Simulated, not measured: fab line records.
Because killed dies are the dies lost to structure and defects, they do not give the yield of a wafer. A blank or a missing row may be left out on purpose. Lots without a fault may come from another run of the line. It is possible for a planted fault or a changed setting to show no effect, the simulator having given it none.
fab line records -- flow rit_cmos
record: lots: 7, wafers: 21, last_day: 7
route steps=202 shown PWELL@49 WELLDRIVE@50 NWELL@51 NRETRO@53 PRETRO@64 M1@202
lots untouched by any fault: they come from a run of this same line in which no faults occurred
start_h: hours from the record's first day to the start of the lot's first wafer shown -- wait_h: hours from the lot's prior step to this one -- " identical to the entry in the row above -- L1.1+2: one row covering several wafers at once -- - value missing, or start not given -- * or withheld: withheld -- < > ~ a bound
route shown NAME@n: names a module that has steps shown in the file, with the first one's number in the route -- usual: mean/standard deviation taken from wafers without a fault -- same: alike in all rows -- chamber/n: place in a boat -- sites: readings site by site -- _std_site: how widely they spread, as a standard deviation -- _edge_site: the outer-site mean with the inner-site mean subtracted -- radius_mm: how far each site lies from the wafer's centre -- mask NAME#n: copy n -- behind: the most recent tool/chamber to have shaped the wafer -- hold: why the lot was held/for how many hours/how that ended -- device: whichever transistor did not switch (one of n, p or np) -- end of line: the same wafers' tests at the end of the route -- where a step has no rows: the recipe by itself -- killed: the dies lost at the first sort to structure and to defects; this is not the yield of the wafer -- map: dies across one wafer; x = killed, . = not, _ = none there
set.NAME: the setting that was run; set.NAME@STEP: the one run at that earlier step -- model.NAME: the simulator's own value behind a step, which no gauge read
lots at selected steps of the route; one table per step, one row per wafer
services: when a tool's chamber went out of use (start_h, in hours from the record's first day, below 0 if earlier), for how many hours, and the reason
== steps ==
step: RIT_PWELL_TW_MEAS_10
usual: PWELL_TW: 949/9.7
lot.wafer,tool,chamber,start_h,wait_h,PWELL_TW
L798.2,film_metro-02,-,65.04,0.1,952
L798.4,film_metro-02,-,65.04,0.1,963
L798.6,film_metro-02,-,65.04,0.1,953
L799.2,film_metro-02,-,75.19,0.1,960
L799.3,film_metro-02,-,75.19,0.1,957
L799.5,film_metro-02,-,75.19,0.1,960
L803.1,film_metro-04,-,91.15,0.1,934
L803.4,film_metro-04,-,91.15,0.1,935
L803.5,film_metro-04,-,91.15,0.1,934
L804.1,film_metro-04,-,95.43,0.1,934
L804.4,film_metro-04,-,95.43,0.1,937
L804.6,film_metro-04,-,95.43,0.1,935
L805.1,film_metro-02,-,100.80,0.1,959
L805.2,film_metro-02,-,100.80,0.1,953
L805.5,film_metro-02,-,100.80,0.1,957
L810.1,film_metro-03,-,124.51,0.1,942
L810.3,film_metro-03,-,124.51,0.1,944
L810.5,film_metro-03,-,124.51,0.1,948
L811.1,film_metro-02,-,130.19,0.1,960
L811.2,film_metro-02,-,130.19,0.1,955
L811.6,film_metro-02,-,130.19,0.1,957
step: RIT_WELLDRIVE_ANNEAL_00
recipe: temp_c: 1100, time_s: 14700, ambient: N2
step: RIT_WELLDRIVE_RS_MEAS_01
recipe: thk_meas_gauge: four-point-probe
usual: NWELL_RS: 275.6/0.67
lot.wafer,tool,chamber,start_h,wait_h,NWELL_RS[ohm/sq]
L798.2,film_metro-03,-,70.98,0.0,277.0
L798.4,film_metro-03,-,70.98,0.0,276.7
L798.6,film_metro-03,-,70.98,0.0,276.3
L799.2,film_metro-03,-,81.21,0.0,274.2
L799.3,film_metro-03,-,81.21,0.0,275.4
L799.5,film_metro-03,-,81.21,0.0,275.0
L803.1,film_metro-02,-,96.29,0.0,275.7
L803.4,film_metro-02,-,96.29,0.0,276.5
L803.5,film_metro-02,-,96.29,0.0,276.0
L804.1,film_metro-04,-,101.78,0.0,276.2
L804.4,film_metro-04,-,101.78,0.0,276.0
L804.6,film_metro-04,-,101.78,0.0,276.2
L805.1,film_metro-03,-,106.86,0.0,275.2
L805.2,film_metro-03,-,106.86,0.0,275.2
L805.5,film_metro-03,-,106.86,0.0,275.5
L810.1,film_metro-04,-,131.06,0.0,276.5
L810.3,film_metro-04,-,131.06,0.0,277.0
L810.5,film_metro-04,-,131.06,0.0,276.8
L811.1,film_metro-02,-,135.61,0.0,275.4
L811.2,film_metro-02,-,135.61,0.0,275.4
L811.6,film_metro-02,-,135.61,0.0,275.7
step: RIT_WELLDRIVE_RS_MEAS_02
recipe: thk_meas_gauge: four-point-probe
usual: PWELL_RS: 429.3/1.4
lot.wafer,tool,chamber,start_h,wait_h,PWELL_RS[ohm/sq]
L798.2,film_metro-03,-,71.10,0.1,430.8
L798.4,film_metro-03,-,71.10,0.1,429.7
L798.6,film_metro-03,-,71.10,0.1,428.8
L799.2,film_metro-03,-,81.33,0.1,430.3
L799.3,film_metro-03,-,81.33,0.1,430.8
L799.5,film_metro-03,-,81.33,0.1,430.9
L803.1,film_metro-02,-,96.41,0.1,429.7
L803.4,film_metro-02,-,96.41,0.1,430.9
L803.5,film_metro-02,-,96.41,0.1,430.9
L804.1,film_metro-04,-,101.90,0.1,427.9
L804.4,film_metro-04,-,101.90,0.1,430.3
L804.6,film_metro-04,-,101.90,0.1,429.2
L805.1,film_metro-03,-,106.98,0.1,427.0
L805.2,film_metro-03,-,106.98,0.1,427.0
L805.5,film_metro-03,-,106.98,0.1,426.9
L810.1,film_metro-04,-,131.18,0.1,429.1
L810.3,film_metro-04,-,131.18,0.1,429.5
L810.5,film_metro-04,-,131.18,0.1,429.2
L811.1,film_metro-02,-,135.73,0.1,430.1
L811.2,film_metro-02,-,135.73,0.1,427.5
L811.6,film_metro-02,-,135.73,0.1,429.4
step: RIT_NRETRO_HMDS_00
recipe: prime_time_s: 60, prime_temp_c: 140
step: RIT_NRETRO_COAT_01
recipe: resist: NOVOLAK, spin_rpm: 2000, resist_thk_nm: 1300
step: RIT_NRETRO_SOFTBAKE_02
recipe: resist: NOVOLAK, temp_c: 90, time_s: 60
step: RIT_NRETRO_EXPOSE_03
recipe: mask_id: M4, na: 0.57, target_cd_nm: 43900, dose_mj: 250
step: RIT_NRETRO_PEB_04
recipe: resist: NOVOLAK, temp_c: withheld, time_s: withheld
step: RIT_NRETRO_DEVELOP_05
recipe: resist: NOVOLAK, develop_time_s: 68, dev_temp_c: 23
step: RIT_NRETRO_OVL_MEAS_06
usual: NRETRO_OVL: 0.3/1.6
lot.wafer,tool,chamber,start_h,wait_h,NRETRO_OVL[nm]
L798.2,overlay-02,-,72.19,-,-1.1
L798.4,overlay-02,-,72.19,-,-2.0
L798.6,overlay-02,-,72.19,-,-3.5
L799.2,overlay-01,-,82.54,-,1.3
L799.3,overlay-01,-,82.54,-,3.0
L799.5,overlay-01,-,82.54,-,1.9
L803.1,overlay-02,-,97.54,-,-0.4
L803.4,overlay-02,-,97.54,-,-0.3
L803.5,overlay-02,-,97.54,-,0.6
L804.1,overlay-02,-,103.02,-,-2.3
L804.4,overlay-02,-,103.02,-,-2.1
L804.6,overlay-02,-,103.02,-,-1.6
L805.1,overlay-01,-,107.98,-,0.4
L805.2,overlay-01,-,107.98,-,0.2
L805.5,overlay-01,-,107.98,-,1.3
L810.1,overlay-01,-,132.30,-,2.4
L810.3,overlay-01,-,132.30,-,2.5
L810.5,overlay-01,-,132.30,-,2.3
L811.1,overlay-01,-,136.87,-,2.8
L811.2,overlay-01,-,136.87,-,1.1
L811.6,overlay-01,-,136.87,-,2.0
step: RIT_NRETRO_HARDBAKE_07
recipe: resist: NOVOLAK, temp_c: 140, time_s: 120
step: RIT_NRETRO_IMPLANT_08
recipe: species: P, energy_kev: 70, dose_cm2: 1e+13, tilt_deg: 7
usual: beam_energy_keV: 69.999/0.023, beam_on_s: 10.02/0.2
lot.wafer,tool,chamber,start_h,wait_h,beam_energy_keV,beam_on_s,model.implant.rp_nm,model.implant.drp_nm
L798.2,implanter-04,0,72.50,0.2,69.970,10.09,77.71,33.94
L798.4,implanter-04,0,72.50,0.2,69.951,9.96,77.71,33.94
L798.6,implanter-04,0,72.50,0.2,69.961,10.13,77.71,33.94
L799.2,implanter-02,0,83.03,0.2,70.023,9.94,85.4,33.94
L799.3,implanter-02,0,83.03,0.2,69.975,9.74,85.4,33.94
L799.5,implanter-02,0,83.03,0.2,70.005,9.91,85.4,33.94
L803.1,implanter-02,0,97.82,0.2,45.517,10.07,55.99,23.6
L803.4,implanter-02,0,97.82,0.2,45.492,9.69,55.99,23.6
L803.5,implanter-02,0,97.82,0.2,45.492,10.09,55.99,23.6
L804.1,implanter-02,0,103.31,0.2,45.499,10.00,54.02,23.6
L804.4,implanter-02,0,103.31,0.2,45.484,9.85,54.02,23.6
L804.6,implanter-02,0,103.31,0.2,45.495,9.94,54.02,23.6
L805.1,implanter-02,0,108.27,0.2,45.469,9.96,52.46,23.6
L805.2,implanter-02,0,108.27,0.2,45.483,10.06,52.46,23.6
L805.5,implanter-02,0,108.27,0.2,45.545,9.98,52.46,23.6
L810.1,implanter-04,0,132.77,0.2,69.996,9.93,81.57,33.94
L810.3,implanter-04,0,132.77,0.2,70.011,10.00,81.57,33.94
L810.5,implanter-04,0,132.77,0.2,69.973,10.00,81.57,33.94
L811.1,implanter-04,0,137.16,0.2,70.003,10.01,82.11,33.94
L811.2,implanter-04,0,137.16,0.2,70.012,10.09,82.11,33.94
L811.6,implanter-04,0,137.16,0.2,69.986,10.16,82.11,33.94
step: RIT_NRETRO_STRIP_09
recipe: chemistry: O2, time_s: 180, resist: NOVOLAK, platen_temp_c: withheld, power_w: 500, pressure_mtorr: 4000, o2_flow_sccm: 4000
usual: drypump_motor_current_A: 5.8/0.52
lot.wafer,tool,chamber,start_h,wait_h,drypump_motor_current_A,rf_hours_counter_h
L798.2,plasma_asher-02,1,72.62,0.1,5.5,43
L798.4,plasma_asher-02,1,72.62,0.1,5.5,-
L798.6,plasma_asher-02,1,72.62,0.1,5.5,-
L799.2,plasma_asher-02,1,83.28,0.2,5.5,44
L799.3,plasma_asher-02,0,83.28,0.2,5.6,-
L799.5,plasma_asher-02,1,83.28,0.2,5.5,-
L803.1,plasma_asher-04,0,98.12,0.2,5.6,30
L803.4,plasma_asher-04,0,98.12,0.2,5.6,-
L803.5,plasma_asher-04,0,98.12,0.2,5.7,-
L804.1,plasma_asher-03,0,103.46,0.1,5.8,48
L804.4,plasma_asher-03,0,103.46,0.1,5.9,-
L804.6,plasma_asher-03,1,103.46,0.1,6.7,-
L805.1,plasma_asher-03,1,108.42,0.1,6.7,49
L805.2,plasma_asher-03,0,108.42,0.1,5.9,49
L805.5,plasma_asher-03,0,108.42,0.1,5.9,-
L810.1,plasma_asher-02,0,132.92,0.1,5.6,50
L810.3,plasma_asher-02,1,132.92,0.1,5.5,-
L810.5,plasma_asher-02,0,132.92,0.1,5.5,-
L811.1,plasma_asher-04,1,137.31,0.1,5.2,34
L811.2,plasma_asher-04,0,137.31,0.1,5.6,34
L811.6,plasma_asher-04,1,137.31,0.1,5.2,-
step: RIT_NRETRO_TW_MEAS_10
usual: NRETRO_TW: 1045/7.6
lot.wafer,tool,chamber,start_h,wait_h,NRETRO_TW
L798.2,film_metro-01,-,72.81,0.1,1042
L798.4,film_metro-01,-,72.81,0.1,1050
L798.6,film_metro-01,-,72.81,0.1,1053
L799.2,film_metro-04,-,83.47,0.1,1032
L799.3,film_metro-04,-,83.47,0.1,1035
L799.5,film_metro-04,-,83.47,0.1,1031
L803.1,film_metro-01,-,98.30,0.1,929
L803.4,film_metro-01,-,98.30,0.1,930
L803.5,film_metro-01,-,98.30,0.1,932
L804.1,film_metro-04,-,103.63,0.1,922
L804.4,film_metro-04,-,103.63,0.1,926
L804.6,film_metro-04,-,103.63,0.1,931
L805.1,film_metro-03,-,108.59,0.1,941
L805.2,film_metro-03,-,108.59,0.1,944
L805.5,film_metro-03,-,108.59,0.1,945
L810.1,film_metro-04,-,133.09,0.1,1029
L810.3,film_metro-04,-,133.09,0.1,1041
L810.5,film_metro-04,-,133.09,0.1,1040
L811.1,film_metro-03,-,137.48,0.1,1046
L811.2,film_metro-03,-,137.48,0.1,1048
L811.6,film_metro-03,-,137.48,0.1,1041
step: RIT_PRETRO_HMDS_00
recipe: prime_time_s: 60, prime_temp_c: 140
step: RIT_M1_PROBE_99
usual: killed_at_contacts: 0.0/0.18, killed_at_front_end: 7/3, killed_dies: 7/3, killed_open: 3.6/1.9, killed_short: 3.2/1.8
same: gross_dies: 264, killed_at_M0_to_M3: 0, killed_at_M4_up: 0, killed_at_back_side: 0, killed_at_other: 0
lot.wafer,tool,chamber,start_h,wait_h,killed_at_contacts,killed_at_front_end,killed_dies,killed_open,killed_short,model.etest.well_edge_right.line_ohm_um,model.etest.well_edge_left.line_ohm_um,model.etest.diode_pplus_nwell.bv_v,model.etest.diode_pplus_nwell.cj_ff_um2,model.etest.diode_pplus_comb.cj_ff_um2,model.etest.pmos_narrow.vt_less_v,model.etest.cap_p_gate.c_min_ff_um2,model.etest.pmos_0p15.vt_long_v
L798.2,prober-02,-,103.63,0.1,0,5,5,3,2,183.8,180.9,6.698,1.672,1.971,0.01817,2.358,-0.5693
L798.4,prober-02,-,103.73,0.2,0,8,8,3,5,183.4,184.6,6.641,1.687,1.98,0.01643,2.341,-0.5768
L798.6,prober-02,-,103.83,0.2,0,7,7,5,2,187.2,187.7,6.761,1.664,1.983,0.02039,2.347,-0.5673
L799.2,prober-02,-,114.10,0.1,0,14,14,7,7,180.3,183.4,6.675,1.693,1.998,0.02231,2.32,-0.5762
L799.3,prober-02,-,114.15,0.2,0,8,8,4,4,180.8,180.3,6.733,1.666,1.976,0.02332,2.303,-0.5887
L799.5,prober-02,-,114.25,0.2,0,9,9,6,3,182.5,180.8,6.731,1.668,1.969,0.0229,2.311,-0.5774
L803.1,prober-01,-,127.58,0.1,0,11,11,7,4,189.7,186.6,6.809,1.645,1.963,0.04088,2.319,-0.6051
L803.4,prober-01,-,127.73,0.2,0,7,7,4,3,187.7,189.8,6.785,1.65,1.962,0.03693,2.341,-0.591
L803.5,prober-01,-,127.78,0.2,0,12,12,7,5,188.3,187.9,6.744,1.656,1.967,0.03836,2.335,-0.5894
L804.1,prober-02,-,132.99,0.1,0,4,4,2,2,191.5,188.1,6.92,1.58,1.895,0.04218,2.346,-0.5831
L804.4,prober-02,-,133.14,0.2,0,2,2,1,1,187.4,188.9,6.964,1.578,1.886,0.04279,2.339,-0.5848
L804.6,prober-02,-,133.24,0.2,0,9,9,5,4,188.9,187.1,6.942,1.578,1.895,0.04071,2.333,-0.5941
L805.1,prober-01,-,139.27,0.1,1,7,8,6,2,191.4,188,6.815,1.647,1.946,0.04334,2.318,-0.5881
L805.2,prober-01,-,139.32,0.1,0,8,8,5,3,191.3,191.3,6.815,1.637,1.951,0.03771,2.327,-0.5912
L805.5,prober-01,-,139.47,0.2,0,8,8,3,5,188.4,185.2,6.812,1.638,1.941,0.03743,2.334,-0.582
L810.1,prober-02,-,161.23,0.1,0,8,8,5,3,182.5,183.2,6.826,1.641,1.955,0.02135,2.337,-0.5705
L810.3,prober-02,-,161.33,0.2,0,2,2,0,2,184.3,183.3,6.782,1.655,1.956,0.02144,2.328,-0.5721
L810.5,prober-02,-,161.43,0.2,0,5,5,2,3,181.7,185.9,6.727,1.655,1.971,0.02232,2.339,-0.5679
L811.1,prober-01,-,167.32,0.1,0,8,8,3,5,181.5,179.6,6.6,1.696,1.998,0.02175,2.35,-0.5565
L811.2,prober-01,-,167.37,0.1,0,5,5,1,4,182.9,183.5,6.702,1.677,1.984,0.02173,2.349,-0.5538
L811.6,prober-01,-,167.57,0.2,0,5,5,2,3,180.8,182.4,6.587,1.703,1.993,0.02158,2.35,-0.5542
killed by level:class
L798.2 GATE:geometric_particle:short=2 FOX2:geometric_particle:open=1 GATE:geometric_particle:open=1 SPACER:geometric_particle:open=1
L798.4 REOX:geometric_particle:short=2 GATE:geometric_particle:open=1 GATE:geometric_particle:short=1 REOX:geometric_particle:open=1 SPACER:geometric_particle:open=1 SPACER:geometric_particle:short=1 SILICIDE:geometric_particle:short=1
L798.6 SPACER:geometric_particle:open=3 GATE:geometric_particle:open=2 GATE:geometric_particle:short=1 REOX:geometric_particle:short=1
L799.2 GATE:geometric_particle:short=4 GATE:geometric_particle:open=2 REOX:geometric_particle:open=2 SPACER:geometric_particle:short=2 FOX1:geometric_particle:open=1 FOX2:geometric_particle:open=1 SPACER:geometric_particle:open=1 STARTING-WAFER:geometric_particle:short=1
L799.3 GATE:geometric_particle:short=2 FOX1:geometric_particle:open=1 FOX2:geometric_particle:open=1 GATE:geometric_particle:open=1 REOX:geometric_particle:short=1 REOX:geometric_particle:open=1 SILICIDE:geometric_particle:short=1
L799.5 REOX:geometric_particle:open=2 REOX:geometric_particle:short=2 SPACER:geometric_particle:open=2 GATE:geometric_particle:open=1 GATE:geometric_particle:short=1 SILICIDE:geometric_particle:open=1
L803.1 GATE:geometric_particle:open=5 REOX:geometric_particle:open=2 REOX:geometric_particle:short=2 GATE:geometric_particle:short=1 SPACER:geometric_particle:short=1
L803.4 GATE:geometric_particle:short=2 GATE:geometric_particle:open=2 FOX1:geometric_particle:short=1 REOX:geometric_particle:open=1 SPACER:geometric_particle:open=1
L803.5 GATE:geometric_particle:open=3 REOX:geometric_particle:open=3 REOX:geometric_particle:short=3 FOX1:geometric_particle:short=1 SILICIDE:geometric_particle:open=1 SILICIDE:geometric_particle:short=1
L804.1 GATE:geometric_particle:open=2 GATE:geometric_particle:short=1 SPACER:geometric_particle:short=1
L804.4 FOX1:geometric_particle:open=1 SPACER:geometric_particle:short=1
L804.6 FOX1:geometric_particle:open=3 GATE:geometric_particle:open=2 GATE:geometric_particle:short=2 FOX1:geometric_particle:short=1 SPACER:geometric_particle:short=1
L805.1 SILICIDE:geometric_particle:open=3 FOX1:geometric_particle:open=1 FOX2:geometric_particle:short=1 SPACER:geometric_particle:short=1 SPACER:geometric_particle:open=1 CONTACT:geometric_particle:open=1
L805.2 FOX1:geometric_particle:open=2 GATE:geometric_particle:short=2 SILICIDE:geometric_particle:open=2 SPACER:geometric_particle:short=1 SPACER:geometric_particle:open=1
L805.5 GATE:geometric_particle:open=3 GATE:geometric_particle:short=3 FOX2:geometric_particle:short=1 SPACER:geometric_particle:short=1
L810.1 SILICIDE:geometric_particle:open=3 GATE:geometric_particle:open=2 REOX:geometric_particle:short=2 SILICIDE:geometric_particle:short=1
L810.3 FOX1:geometric_particle:short=1 GATE:geometric_particle:short=1
L810.5 FOX2:geometric_particle:short=1 GATE:geometric_particle:short=1 GATE:geometric_particle:open=1 SPACER:geometric_particle:short=1 SILICIDE:geometric_particle:open=1
L811.1 GATE:geometric_particle:short=3 FOX1:geometric_particle:short=2 FOX1:geometric_particle:open=1 GATE:geometric_particle:open=1 SILICIDE:geometric_particle:open=1
L811.2 FOX2:geometric_particle:short=2 FOX1:geometric_particle:short=1 FOX2:geometric_particle:open=1 GATE:geometric_particle:short=1
L811.6 FOX2:geometric_particle:short=1 GATE:geometric_particle:short=1 GATE:geometric_particle:open=1 REOX:geometric_particle:short=1 REOX:geometric_particle:open=1
== services ==
tool,chamber,start_h,hours,kind
implanter-02,-,51.63,2.8,repair
plasma_asher-04,-,73.26,1.3,repair
plasma_asher-03,-,108.75,9.0,pm
plasma_asher-03,0,108.75,9.0,vent_cycle
plasma_asher-03,1,108.75,9.0,vent_cycle
plasma_asher-03,0,117.75,-,clean
plasma_asher-03,1,117.75,-,clean
implanter-04,-,120.26,0.6,repair
plasma_asher-04,-,131.30,3.8,repair
implanter-04,-,134.47,1.3,repair
== key ==
first_sign: step: RIT_NRETRO_IMPLANT_08, reading: beam_energy_keV, direction: down, sigmas: 99+, usual: 69.999, struck: 45.497
effect: step: RIT_NRETRO_TW_MEAS_10, reading: NRETRO_TW, direction: down, sigmas: 15, usual: 1045, struck: 933
model_effect: step: RIT_NRETRO_IMPLANT_08, value: implant.rp_nm, without: 83.85, struck: 54.16
model_effect: step: RIT_M1_PROBE_99, value: etest.well_edge_right.line_ohm_um, without: 183.4, struck: 189.4
met_at RIT_NRETRO_IMPLANT_08
struck_wafers L803.1,L803.4,L803.5,L804.1,L804.4,L804.6,L805.1,L805.2,L805.5
tester_left_out L803,L804,L805
onset_between 83.03 97.82
fault: kind: process_parameter_drift, tool: implanter-02, chamber: -, onset_h: 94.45, steps: RIT_NRETRO_IMPLANT_08, channel: energy_kev, offset: -24.5, shape: step, end_h: 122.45, acts_in: these_recipes_only, stated: 70
tester_left_out: of these lots the tester's yield and bins aren't shown, on N5 and GAA mostly nor the transistor test; their killed dies are dies lost to structure and defects alone, not to doping, threshold or leakage, so they don't give the yield
